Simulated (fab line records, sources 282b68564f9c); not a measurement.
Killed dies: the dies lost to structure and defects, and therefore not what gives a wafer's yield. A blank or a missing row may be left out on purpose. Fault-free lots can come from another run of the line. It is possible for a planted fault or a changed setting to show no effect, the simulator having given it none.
fab line records / flow ritCmos
record lots=14 wafers=42 lastDay=7
route steps=202 shown ACTIVE@3 NRETRO@62 GATE@91 REOX@102
lots untouched by any fault: they come from a run of this same line in which no faults occurred
startH: start of the lot's first displayed wafer, in hours after the record's first day / waitH: hours elapsed since this lot's preceding step / " unchanged from the row above / L1.1+2: several wafers, shown together as one row / - value missing, or start not given / * or withheld: withheld / < > ~ a bound
route shown NAME@n: a module of which the file shows steps, and the number in the route of the first / usual: mean and standard deviation over wafers with no fault / same: alike in all rows / chamber/n: place in a boat / sites: readings site by site / _std_site: standard deviation across them / _edge_site: outer sites' mean less inner sites' / radiusMm: how far each site lies from the wafer's centre / mask NAME#n: copy n / behind: the tool/chamber that last shaped the wafer / hold: reason for holding the lot/hours on hold/outcome of the hold / device: transistor that didn't switch, given as n, p or np / end of line: tests of these same wafers at the route's end / step lacking rows: just its recipe / killed: not the wafer's yield, but the dies lost to structure and defects at the first sort / map: per-die view of a wafer (x killed, . not killed, _ where there is no die)
set.NAME: the run value of the setting; set.NAME@STEP: its run value at that earlier step / model.NAME: the simulator's own value behind a step, which no gauge read
one table for each step of the route and one row for each wafer, over a sample of lots
services: a tool's chamber out of use, with start hour (startH, from the record's first day; less than 0 if before it), hours out, and reason
## steps
# step RIT_ACTIVE_THK_MEAS_02
# recipe reads=SiO2_of_ACTIVE_OXIDATION_01
# usual ACTIVE_OXIDE_THK=46.5/0.76
lot.wafer=L591.1 tool=filmMetro-02 chamber=- startH=12.05 waitH=0.0 ACTIVE_OXIDE_THK[nm]=46.6
lot.wafer=L591.2 tool=filmMetro-02 chamber=- startH=12.05 waitH=0.0 ACTIVE_OXIDE_THK[nm]=46.8
lot.wafer=L591.4 tool=filmMetro-02 chamber=- startH=12.05 waitH=0.0 ACTIVE_OXIDE_THK[nm]=46.9
lot.wafer=L592.1 tool=filmMetro-02 chamber=- startH=17.57 waitH=0.0 ACTIVE_OXIDE_THK[nm]=47.2
lot.wafer=L592.2 tool=filmMetro-02 chamber=- startH=17.57 waitH=0.0 ACTIVE_OXIDE_THK[nm]=46.5
lot.wafer=L592.5 tool=filmMetro-02 chamber=- startH=17.57 waitH=0.0 ACTIVE_OXIDE_THK[nm]=47.3
lot.wafer=L593.2 tool=filmMetro-04 chamber=- startH=22.06 waitH=0.0 ACTIVE_OXIDE_THK[nm]=46.4
lot.wafer=L593.4 tool=filmMetro-04 chamber=- startH=22.06 waitH=0.0 ACTIVE_OXIDE_THK[nm]=46.6
lot.wafer=L593.6 tool=filmMetro-04 chamber=- startH=22.06 waitH=0.0 ACTIVE_OXIDE_THK[nm]=46.7
lot.wafer=L595.1 tool=filmMetro-04 chamber=- startH=32.61 waitH=0.0 ACTIVE_OXIDE_THK[nm]=47.0
lot.wafer=L595.4 tool=filmMetro-04 chamber=- startH=32.61 waitH=0.0 ACTIVE_OXIDE_THK[nm]=46.9
lot.wafer=L595.6 tool=filmMetro-04 chamber=- startH=32.61 waitH=0.0 ACTIVE_OXIDE_THK[nm]=47.1
lot.wafer=L597.1 tool=filmMetro-04 chamber=- startH=44.73 waitH=0.0 ACTIVE_OXIDE_THK[nm]=46.1
lot.wafer=L597.3 tool=filmMetro-04 chamber=- startH=44.73 waitH=0.0 ACTIVE_OXIDE_THK[nm]=45.8
lot.wafer=L597.5 tool=filmMetro-04 chamber=- startH=44.73 waitH=0.0 ACTIVE_OXIDE_THK[nm]=46.1
lot.wafer=L600.3 tool=filmMetro-02 chamber=- startH=58.63 waitH=0.0 ACTIVE_OXIDE_THK[nm]=45.8
lot.wafer=L600.4 tool=filmMetro-02 chamber=- startH=58.63 waitH=0.0 ACTIVE_OXIDE_THK[nm]=45.8
lot.wafer=L600.5 tool=filmMetro-02 chamber=- startH=58.63 waitH=0.0 ACTIVE_OXIDE_THK[nm]=46.5
lot.wafer=L601.1 tool=filmMetro-01 chamber=- startH=62.22 waitH=0.0 ACTIVE_OXIDE_THK[nm]=45.3
lot.wafer=L601.2 tool=filmMetro-01 chamber=- startH=62.22 waitH=0.0 ACTIVE_OXIDE_THK[nm]=45.1
lot.wafer=L601.5 tool=filmMetro-01 chamber=- startH=62.22 waitH=0.0 ACTIVE_OXIDE_THK[nm]=45.4
lot.wafer=L602.1 tool=filmMetro-02 chamber=- startH=67.55 waitH=0.0 ACTIVE_OXIDE_THK[nm]=46.5
lot.wafer=L602.3 tool=filmMetro-02 chamber=- startH=67.55 waitH=0.0 ACTIVE_OXIDE_THK[nm]=46.2
lot.wafer=L602.6 tool=filmMetro-02 chamber=- startH=67.55 waitH=0.0 ACTIVE_OXIDE_THK[nm]=46.4
lot.wafer=L603.2 tool=filmMetro-04 chamber=- startH=72.95 waitH=0.0 ACTIVE_OXIDE_THK[nm]=46.3
lot.wafer=L603.3 tool=filmMetro-04 chamber=- startH=72.95 waitH=0.0 ACTIVE_OXIDE_THK[nm]=46.3
lot.wafer=L603.4 tool=filmMetro-04 chamber=- startH=72.95 waitH=0.0 ACTIVE_OXIDE_THK[nm]=46.2
lot.wafer=L604.1 tool=filmMetro-04 chamber=- startH=77.05 waitH=0.0 ACTIVE_OXIDE_THK[nm]=45.6
lot.wafer=L604.2 tool=filmMetro-04 chamber=- startH=77.05 waitH=0.0 ACTIVE_OXIDE_THK[nm]=46.6
lot.wafer=L604.6 tool=filmMetro-04 chamber=- startH=77.05 waitH=0.0 ACTIVE_OXIDE_THK[nm]=46.5
lot.wafer=L605.3 tool=filmMetro-02 chamber=- startH=82.63 waitH=0.0 ACTIVE_OXIDE_THK[nm]=47.8
lot.wafer=L605.4 tool=filmMetro-02 chamber=- startH=82.63 waitH=0.0 ACTIVE_OXIDE_THK[nm]=47.0
lot.wafer=L605.5 tool=filmMetro-02 chamber=- startH=82.63 waitH=0.0 ACTIVE_OXIDE_THK[nm]=47.9
lot.wafer=L606.3 tool=filmMetro-01 chamber=- startH=88.44 waitH=0.0 ACTIVE_OXIDE_THK[nm]=46.7
lot.wafer=L606.4 tool=filmMetro-01 chamber=- startH=88.44 waitH=0.0 ACTIVE_OXIDE_THK[nm]=46.7
lot.wafer=L606.5 tool=filmMetro-01 chamber=- startH=88.44 waitH=0.0 ACTIVE_OXIDE_THK[nm]=46.8
lot.wafer=L608.1 tool=filmMetro-04 chamber=- startH=97.05 waitH=0.0 ACTIVE_OXIDE_THK[nm]=47.1
lot.wafer=L608.3 tool=filmMetro-04 chamber=- startH=97.05 waitH=0.0 ACTIVE_OXIDE_THK[nm]=46.4
lot.wafer=L608.4 tool=filmMetro-04 chamber=- startH=97.05 waitH=0.0 ACTIVE_OXIDE_THK[nm]=46.0
lot.wafer=L614.2 tool=filmMetro-02 chamber=- startH=127.32 waitH=0.0 ACTIVE_OXIDE_THK[nm]=47.5
lot.wafer=L614.3 tool=filmMetro-02 chamber=- startH=127.32 waitH=0.0 ACTIVE_OXIDE_THK[nm]=46.9
lot.wafer=L614.5 tool=filmMetro-02 chamber=- startH=127.32 waitH=0.0 ACTIVE_OXIDE_THK[nm]=47.2
# step RIT_NRETRO_STRIP_09
# recipe chemistry=O2 timeS=180 resist=NOVOLAK platenTempC=withheld powerW=500 pressureMtorr=4000 o2FlowSccm=4000
# usual drypumpMotorCurrentA=5.9/0.4 rfReflPowerW=5.3/1.6
lot.wafer=L591.1 tool=plasmaAsher-02 chamber=0 startH=30.71 waitH=0.1 drypumpMotorCurrentA=6.8 rfHoursCounterH=38 rfReflPowerW=8.3
lot.wafer=L591.2 tool=plasmaAsher-02 chamber=1 startH=30.71 waitH=0.1 drypumpMotorCurrentA=6.0 rfHoursCounterH=38 rfReflPowerW=4.6
lot.wafer=L591.4 tool=plasmaAsher-02 chamber=0 startH=30.71 waitH=0.1 drypumpMotorCurrentA=6.8 rfHoursCounterH=- rfReflPowerW=8.7
lot.wafer=L592.1 tool=plasmaAsher-03 chamber=1 startH=35.91 waitH=0.1 drypumpMotorCurrentA=5.6 rfHoursCounterH=41 rfReflPowerW=5.6
lot.wafer=L592.2 tool=plasmaAsher-03 chamber=0 startH=35.91 waitH=0.1 drypumpMotorCurrentA=5.5 rfHoursCounterH=41 rfReflPowerW=3.9
lot.wafer=L592.5 tool=plasmaAsher-03 chamber=1 startH=35.91 waitH=0.1 drypumpMotorCurrentA=5.6 rfHoursCounterH=- rfReflPowerW=5.6
lot.wafer=L593.2 tool=plasmaAsher-01 chamber=1 startH=41.01 waitH=0.1 drypumpMotorCurrentA=5.6 rfHoursCounterH=38 rfReflPowerW=6.7
lot.wafer=L593.4 tool=plasmaAsher-01 chamber=0 startH=41.01 waitH=0.1 drypumpMotorCurrentA=6.1 rfHoursCounterH=- rfReflPowerW=3.5
lot.wafer=L593.6 tool=plasmaAsher-01 chamber=0 startH=41.01 waitH=0.1 drypumpMotorCurrentA=6.0 rfHoursCounterH=- rfReflPowerW=3.5
lot.wafer=L595.1 tool=plasmaAsher-01 chamber=0 startH=51.46 waitH=0.1 drypumpMotorCurrentA=6.0 rfHoursCounterH=39 rfReflPowerW=3.6
lot.wafer=L595.4 tool=plasmaAsher-01 chamber=0 startH=51.46 waitH=0.1 drypumpMotorCurrentA=6.0 rfHoursCounterH=- rfReflPowerW=3.6
lot.wafer=L595.6 tool=plasmaAsher-01 chamber=1 startH=51.46 waitH=0.1 drypumpMotorCurrentA=5.6 rfHoursCounterH=- rfReflPowerW=6.4
lot.wafer=L597.1 tool=plasmaAsher-02 chamber=0 startH=64.61 waitH=0.1 drypumpMotorCurrentA=6.8 rfHoursCounterH=41 rfReflPowerW=8.9
lot.wafer=L597.3 tool=plasmaAsher-02 chamber=1 startH=64.61 waitH=0.1 drypumpMotorCurrentA=6.0 rfHoursCounterH=- rfReflPowerW=5.0
lot.wafer=L597.5 tool=plasmaAsher-02 chamber=0 startH=64.61 waitH=0.1 drypumpMotorCurrentA=6.8 rfHoursCounterH=- rfReflPowerW=8.4
lot.wafer=L600.3 tool=plasmaAsher-01 chamber=0 startH=77.05 waitH=0.1 drypumpMotorCurrentA=6.0 rfHoursCounterH=- rfReflPowerW=3.9
lot.wafer=L600.4 tool=plasmaAsher-01 chamber=1 startH=77.05 waitH=0.1 drypumpMotorCurrentA=5.6 rfHoursCounterH=- rfReflPowerW=6.5
lot.wafer=L600.5 tool=plasmaAsher-01 chamber=0 startH=77.05 waitH=0.1 drypumpMotorCurrentA=6.0 rfHoursCounterH=- rfReflPowerW=3.9
lot.wafer=L601.1 tool=plasmaAsher-02 chamber=1 startH=82.24 waitH=0.1 drypumpMotorCurrentA=6.0 rfHoursCounterH=43 rfReflPowerW=4.9
lot.wafer=L601.2 tool=plasmaAsher-02 chamber=0 startH=82.24 waitH=0.1 drypumpMotorCurrentA=6.8 rfHoursCounterH=43 rfReflPowerW=8.7
lot.wafer=L601.5 tool=plasmaAsher-02 chamber=1 startH=82.24 waitH=0.1 drypumpMotorCurrentA=6.1 rfHoursCounterH=- rfReflPowerW=4.8
lot.wafer=L602.1 tool=plasmaAsher-02 chamber=0 startH=86.90 waitH=0.1 drypumpMotorCurrentA=6.8 rfHoursCounterH=43 rfReflPowerW=8.4
lot.wafer=L602.3 tool=plasmaAsher-02 chamber=0 startH=86.90 waitH=0.1 drypumpMotorCurrentA=6.8 rfHoursCounterH=- rfReflPowerW=8.6
lot.wafer=L602.6 tool=plasmaAsher-02 chamber=0 startH=86.90 waitH=0.1 drypumpMotorCurrentA=6.8 rfHoursCounterH=- rfReflPowerW=8.4
lot.wafer=L603.2 tool=plasmaAsher-01 chamber=1 startH=91.16 waitH=0.1 drypumpMotorCurrentA=5.6 rfHoursCounterH=43 rfReflPowerW=6.2
lot.wafer=L603.3 tool=plasmaAsher-01 chamber=1 startH=91.16 waitH=0.1 drypumpMotorCurrentA=5.6 rfHoursCounterH=- rfReflPowerW=6.2
lot.wafer=L603.4 tool=plasmaAsher-01 chamber=0 startH=91.16 waitH=0.1 drypumpMotorCurrentA=6.0 rfHoursCounterH=- rfReflPowerW=3.5
lot.wafer=L604.1 tool=plasmaAsher-03 chamber=1 startH=96.24 waitH=0.1 drypumpMotorCurrentA=5.6 rfHoursCounterH=47 rfReflPowerW=5.4
lot.wafer=L604.2 tool=plasmaAsher-03 chamber=0 startH=96.24 waitH=0.1 drypumpMotorCurrentA=5.5 rfHoursCounterH=47 rfReflPowerW=3.8
lot.wafer=L604.6 tool=plasmaAsher-03 chamber=1 startH=96.24 waitH=0.1 drypumpMotorCurrentA=5.6 rfHoursCounterH=- rfReflPowerW=5.4
lot.wafer=L605.3 tool=plasmaAsher-03 chamber=0 startH=102.77 waitH=0.1 drypumpMotorCurrentA=5.5 rfHoursCounterH=- rfReflPowerW=3.6
lot.wafer=L605.4 tool=plasmaAsher-03 chamber=1 startH=102.77 waitH=0.1 drypumpMotorCurrentA=5.6 rfHoursCounterH=- rfReflPowerW=5.5
lot.wafer=L605.5 tool=plasmaAsher-03 chamber=1 startH=102.77 waitH=0.1 drypumpMotorCurrentA=5.6 rfHoursCounterH=- rfReflPowerW=5.6
lot.wafer=L606.3 tool=plasmaAsher-01 chamber=1 startH=107.98 waitH=0.1 drypumpMotorCurrentA=5.6 rfHoursCounterH=- rfReflPowerW=6.5
lot.wafer=L606.4 tool=plasmaAsher-01 chamber=0 startH=107.98 waitH=0.1 drypumpMotorCurrentA=6.0 rfHoursCounterH=- rfReflPowerW=3.8
lot.wafer=L606.5 tool=plasmaAsher-01 chamber=1 startH=107.98 waitH=0.1 drypumpMotorCurrentA=5.6 rfHoursCounterH=- rfReflPowerW=6.7
lot.wafer=L608.1 tool=plasmaAsher-03 chamber=1 startH=116.43 waitH=0.1 drypumpMotorCurrentA=5.6 rfHoursCounterH=50 rfReflPowerW=5.5
lot.wafer=L608.3 tool=plasmaAsher-03 chamber=0 startH=116.43 waitH=0.1 drypumpMotorCurrentA=5.5 rfHoursCounterH=- rfReflPowerW=3.8
lot.wafer=L608.4 tool=plasmaAsher-03 chamber=1 startH=116.43 waitH=0.1 drypumpMotorCurrentA=5.6 rfHoursCounterH=- rfReflPowerW=5.6
lot.wafer=L614.2 tool=plasmaAsher-03 chamber=0 startH=146.00 waitH=0.1 drypumpMotorCurrentA=5.5 rfHoursCounterH=53 rfReflPowerW=3.9
lot.wafer=L614.3 tool=plasmaAsher-03 chamber=0 startH=146.00 waitH=0.1 drypumpMotorCurrentA=5.5 rfHoursCounterH=- rfReflPowerW=3.7
lot.wafer=L614.5 tool=plasmaAsher-03 chamber=1 startH=146.00 waitH=0.1 drypumpMotorCurrentA=5.6 rfHoursCounterH=- rfReflPowerW=5.6
# step RIT_GATE_DEVELOP_15
# recipe resist=NOVOLAK developTimeS=50 devTempC=23
# usual chillPlateTempC=22.99/0.1 developTimeS=50/0
lot.wafer=L591.1 tool=lithoTrack-03 chamber=0 startH=38 waitH=- chillPlateTempC=22.72 developTimeS=50
lot.wafer=L591.2 tool=lithoTrack-03 chamber=0 startH=38 waitH=- chillPlateTempC=22.99 developTimeS=50
lot.wafer=L591.4 tool=lithoTrack-03 chamber=0 startH=38 waitH=- chillPlateTempC=22.81 developTimeS=50
lot.wafer=L592.1 tool=lithoTrack-03 chamber=0 startH=45 waitH=- chillPlateTempC=22.81 developTimeS=50
lot.wafer=L592.2 tool=lithoTrack-03 chamber=0 startH=45 waitH=- chillPlateTempC=23.05 developTimeS=50
lot.wafer=L592.5 tool=lithoTrack-03 chamber=0 startH=45 waitH=- chillPlateTempC=23.05 developTimeS=50
lot.wafer=L593.2 tool=lithoTrack-02 chamber=0 startH=49 waitH=- chillPlateTempC=22.95 developTimeS=50
lot.wafer=L593.4 tool=lithoTrack-02 chamber=0 startH=49 waitH=- chillPlateTempC=22.86 developTimeS=50
lot.wafer=L593.6 tool=lithoTrack-02 chamber=0 startH=49 waitH=- chillPlateTempC=22.95 developTimeS=50
lot.wafer=L595.1 tool=lithoTrack-02 chamber=0 startH=62 waitH=- chillPlateTempC=23.05 developTimeS=50
lot.wafer=L595.4 tool=lithoTrack-02 chamber=0 startH=62 waitH=- chillPlateTempC=23.09 developTimeS=50
lot.wafer=L595.6 tool=lithoTrack-02 chamber=0 startH=62 waitH=- chillPlateTempC=23.05 developTimeS=50
lot.wafer=L597.1 tool=lithoTrack-01 chamber=0 startH=73 waitH=- chillPlateTempC=23.19 developTimeS=50
lot.wafer=L597.3 tool=lithoTrack-01 chamber=0 startH=73 waitH=- chillPlateTempC=23.04 developTimeS=50
lot.wafer=L597.5 tool=lithoTrack-01 chamber=0 startH=73 waitH=- chillPlateTempC=22.98 developTimeS=50
lot.wafer=L600.3 tool=lithoTrack-02 chamber=0 startH=85 waitH=- chillPlateTempC=22.88 developTimeS=50
lot.wafer=L600.4 tool=lithoTrack-02 chamber=0 startH=85 waitH=- chillPlateTempC=22.88 developTimeS=50
lot.wafer=L600.5 tool=lithoTrack-02 chamber=0 startH=85 waitH=- chillPlateTempC=22.93 developTimeS=50
lot.wafer=L601.1 tool=lithoTrack-03 chamber=0 startH=91 waitH=- chillPlateTempC=22.93 developTimeS=50
lot.wafer=L601.2 tool=lithoTrack-03 chamber=0 startH=91 waitH=- chillPlateTempC=22.83 developTimeS=50
lot.wafer=L601.5 tool=lithoTrack-03 chamber=0 startH=91 waitH=- chillPlateTempC=23.01 developTimeS=50
lot.wafer=L602.1 tool=lithoTrack-02 chamber=0 startH=94 waitH=- chillPlateTempC=23.09 developTimeS=50
lot.wafer=L602.3 tool=lithoTrack-02 chamber=0 startH=94 waitH=- chillPlateTempC=23.01 developTimeS=50
lot.wafer=L602.6 tool=lithoTrack-02 chamber=0 startH=94 waitH=- chillPlateTempC=23.00 developTimeS=50
lot.wafer=L603.2 tool=lithoTrack-02 chamber=0 startH=97 waitH=- chillPlateTempC=22.96 developTimeS=50
lot.wafer=L603.3 tool=lithoTrack-02 chamber=0 startH=97 waitH=- chillPlateTempC=22.91 developTimeS=50
lot.wafer=L603.4 tool=lithoTrack-02 chamber=0 startH=97 waitH=- chillPlateTempC=23.00 developTimeS=50
lot.wafer=L604.1 tool=lithoTrack-02 chamber=- startH=103 waitH=- chillPlateTempC=- developTimeS=-
lot.wafer=L604.2 tool=lithoTrack-02 chamber=- startH=103 waitH=- chillPlateTempC=- developTimeS=-
lot.wafer=L604.6 tool=lithoTrack-02 chamber=- startH=103 waitH=- chillPlateTempC=- developTimeS=-
lot.wafer=L605.3 tool=lithoTrack-02 chamber=- startH=111 waitH=- chillPlateTempC=- developTimeS=-
lot.wafer=L605.4 tool=lithoTrack-02 chamber=- startH=111 waitH=- chillPlateTempC=- developTimeS=-
lot.wafer=L605.5 tool=lithoTrack-02 chamber=- startH=111 waitH=- chillPlateTempC=- developTimeS=-
lot.wafer=L606.3 tool=lithoTrack-01 chamber=0 startH=114 waitH=- chillPlateTempC=23.18 developTimeS=50
lot.wafer=L606.4 tool=lithoTrack-01 chamber=0 startH=114 waitH=- chillPlateTempC=23.07 developTimeS=50
lot.wafer=L606.5 tool=lithoTrack-01 chamber=0 startH=114 waitH=- chillPlateTempC=23.14 developTimeS=50
lot.wafer=L608.1 tool=lithoTrack-01 chamber=0 startH=123 waitH=- chillPlateTempC=22.88 developTimeS=50
lot.wafer=L608.3 tool=lithoTrack-01 chamber=0 startH=123 waitH=- chillPlateTempC=22.95 developTimeS=50
lot.wafer=L608.4 tool=lithoTrack-01 chamber=0 startH=123 waitH=- chillPlateTempC=22.93 developTimeS=50
lot.wafer=L614.2 tool=lithoTrack-01 chamber=0 startH=152 waitH=- chillPlateTempC=22.89 developTimeS=50
lot.wafer=L614.3 tool=lithoTrack-01 chamber=0 startH=152 waitH=- chillPlateTempC=22.97 developTimeS=50
lot.wafer=L614.5 tool=lithoTrack-01 chamber=0 startH=153 waitH=- chillPlateTempC=22.91 developTimeS=50
# step RIT_REOX_THK_MEAS_04
# recipe reads=SiO2_of_REOX_OXIDATION_03
# usual REOX_OXIDE_THK=25.2/0.46
lot.wafer=L591.1 tool=filmMetro-04 chamber=- startH=43.19 waitH=0.0 REOX_OXIDE_THK[nm]=24.6
lot.wafer=L591.2 tool=filmMetro-04 chamber=- startH=43.19 waitH=0.0 REOX_OXIDE_THK[nm]=25.1
lot.wafer=L591.4 tool=filmMetro-04 chamber=- startH=43.19 waitH=0.0 REOX_OXIDE_THK[nm]=25.2
lot.wafer=L592.1 tool=filmMetro-04 chamber=- startH=49.69 waitH=0.0 REOX_OXIDE_THK[nm]=26.3
lot.wafer=L592.2 tool=filmMetro-04 chamber=- startH=49.69 waitH=0.0 REOX_OXIDE_THK[nm]=26.3
lot.wafer=L592.5 tool=filmMetro-04 chamber=- startH=49.69 waitH=0.0 REOX_OXIDE_THK[nm]=25.8
lot.wafer=L593.2 tool=filmMetro-01 chamber=- startH=53.32 waitH=0.0 REOX_OXIDE_THK[nm]=25.7
lot.wafer=L593.4 tool=filmMetro-01 chamber=- startH=53.32 waitH=0.0 REOX_OXIDE_THK[nm]=25.6
lot.wafer=L593.6 tool=filmMetro-01 chamber=- startH=53.32 waitH=0.0 REOX_OXIDE_THK[nm]=25.4
lot.wafer=L595.1 tool=filmMetro-01 chamber=- startH=66.40 waitH=0.0 REOX_OXIDE_THK[nm]=25.2
lot.wafer=L595.4 tool=filmMetro-01 chamber=- startH=66.40 waitH=0.0 REOX_OXIDE_THK[nm]=25.3
lot.wafer=L595.6 tool=filmMetro-01 chamber=- startH=66.40 waitH=0.0 REOX_OXIDE_THK[nm]=25.3
lot.wafer=L597.1 tool=filmMetro-03 chamber=- startH=77.16 waitH=0.0 REOX_OXIDE_THK[nm]=25.0
lot.wafer=L597.3 tool=filmMetro-03 chamber=- startH=77.16 waitH=0.0 REOX_OXIDE_THK[nm]=25.6
lot.wafer=L597.5 tool=filmMetro-03 chamber=- startH=77.16 waitH=0.0 REOX_OXIDE_THK[nm]=25.4
lot.wafer=L600.3 tool=filmMetro-04 chamber=- startH=91.24 waitH=0.0 REOX_OXIDE_THK[nm]=25.9
lot.wafer=L600.4 tool=filmMetro-04 chamber=- startH=91.24 waitH=0.0 REOX_OXIDE_THK[nm]=25.8
lot.wafer=L600.5 tool=filmMetro-04 chamber=- startH=91.24 waitH=0.0 REOX_OXIDE_THK[nm]=25.5
lot.wafer=L601.1 tool=filmMetro-03 chamber=- startH=95.70 waitH=0.0 REOX_OXIDE_THK[nm]=25.6
lot.wafer=L601.2 tool=filmMetro-03 chamber=- startH=95.70 waitH=0.0 REOX_OXIDE_THK[nm]=24.9
lot.wafer=L601.5 tool=filmMetro-03 chamber=- startH=95.70 waitH=0.0 REOX_OXIDE_THK[nm]=24.9
lot.wafer=L602.1 tool=filmMetro-03 chamber=- startH=98.64 waitH=0.0 REOX_OXIDE_THK[nm]=25.6
lot.wafer=L602.3 tool=filmMetro-03 chamber=- startH=98.64 waitH=0.0 REOX_OXIDE_THK[nm]=25.3
lot.wafer=L602.6 tool=filmMetro-03 chamber=- startH=98.64 waitH=0.0 REOX_OXIDE_THK[nm]=24.8
lot.wafer=L603.2 tool=filmMetro-01 chamber=- startH=102.55 waitH=0.0 REOX_OXIDE_THK[nm]=25.0
lot.wafer=L603.3 tool=filmMetro-01 chamber=- startH=102.55 waitH=0.0 REOX_OXIDE_THK[nm]=24.7
lot.wafer=L603.4 tool=filmMetro-01 chamber=- startH=102.55 waitH=0.0 REOX_OXIDE_THK[nm]=24.7
lot.wafer=L606.3 tool=filmMetro-04 chamber=- startH=118.39 waitH=0.0 REOX_OXIDE_THK[nm]=25.1
lot.wafer=L606.4 tool=filmMetro-04 chamber=- startH=118.39 waitH=0.0 REOX_OXIDE_THK[nm]=25.4
lot.wafer=L606.5 tool=filmMetro-04 chamber=- startH=118.39 waitH=0.0 REOX_OXIDE_THK[nm]=25.2
lot.wafer=L608.1 tool=filmMetro-01 chamber=- startH=127.29 waitH=0.0 REOX_OXIDE_THK[nm]=24.6
lot.wafer=L608.3 tool=filmMetro-01 chamber=- startH=127.29 waitH=0.0 REOX_OXIDE_THK[nm]=24.4
lot.wafer=L608.4 tool=filmMetro-01 chamber=- startH=127.29 waitH=0.0 REOX_OXIDE_THK[nm]=24.6
lot.wafer=L614.2 tool=filmMetro-03 chamber=- startH=157.98 waitH=0.0 REOX_OXIDE_THK[nm]=25.3
lot.wafer=L614.3 tool=filmMetro-03 chamber=- startH=157.98 waitH=0.0 REOX_OXIDE_THK[nm]=25.8
lot.wafer=L614.5 tool=filmMetro-03 chamber=- startH=157.98 waitH=0.0 REOX_OXIDE_THK[nm]=25.7
## services
tool=plasmaAsher-03 chamber=- startH=11.10 hours=14.6 kind=pm
tool=plasmaAsher-02 chamber=- startH=33.02 hours=3.0 kind=repair
tool=plasmaAsher-01 chamber=- startH=35.35 hours=1.6 kind=repair
tool=plasmaAsher-03 chamber=- startH=62.49 hours=0.7 kind=repair
tool=plasmaAsher-01 chamber=- startH=108.75 hours=9.0 kind=pm
tool=plasmaAsher-01 chamber=0 startH=108.75 hours=9.0 kind=ventCycle
tool=plasmaAsher-01 chamber=1 startH=108.75 hours=9.0 kind=ventCycle
tool=plasmaAsher-01 chamber=0 startH=117.75 hours=- kind=clean
tool=plasmaAsher-01 chamber=1 startH=117.75 hours=- kind=clean
tool=plasmaAsher-02 chamber=- startH=123.99 hours=3.4 kind=repair
tool=plasmaAsher-02 chamber=- startH=144.26 hours=7.2 kind=repair
## key
firstSign step=RIT_GATE_DEVELOP_15 reading=toolRecord direction=missing
effect none on later readings
metAt RIT_GATE_DEVELOP_15
struckLots L604,L605
laterRowsLeftOut L604.1,L604.2,L604.6,L605.3,L605.4,L605.5
sortLeftOut L604.1,L604.2,L604.6,L605.3,L605.4,L605.5
testerLeftOut L604,L605
notActingAt RIT_ACTIVE_THK_MEAS_02,RIT_NRETRO_STRIP_09,RIT_REOX_THK_MEAS_04
onsetBetween 97 103
fault kind=skippedStepWhole tool=lithoTrack-02 chamber=- onsetH=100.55 steps=RIT_GATE_DEVELOP_15 scope=struckLotsOnly
# testerLeftOut: of these lots the tester's yield and bins aren't shown, on N5 and GAA mostly nor the transistor test; their killed dies are dies lost to structure and defects alone, not to doping, threshold or leakage, so they don't give the yield
# sortLeftOut: the simulated sort isn't trusted on such a fault, so these wafers' sort isn't shown, and their yield isn't known
# laterRowsLeftOut: the simulator's readings of these wafers behind a module that went badly wrong aren't trusted and aren't shown, but for the sort
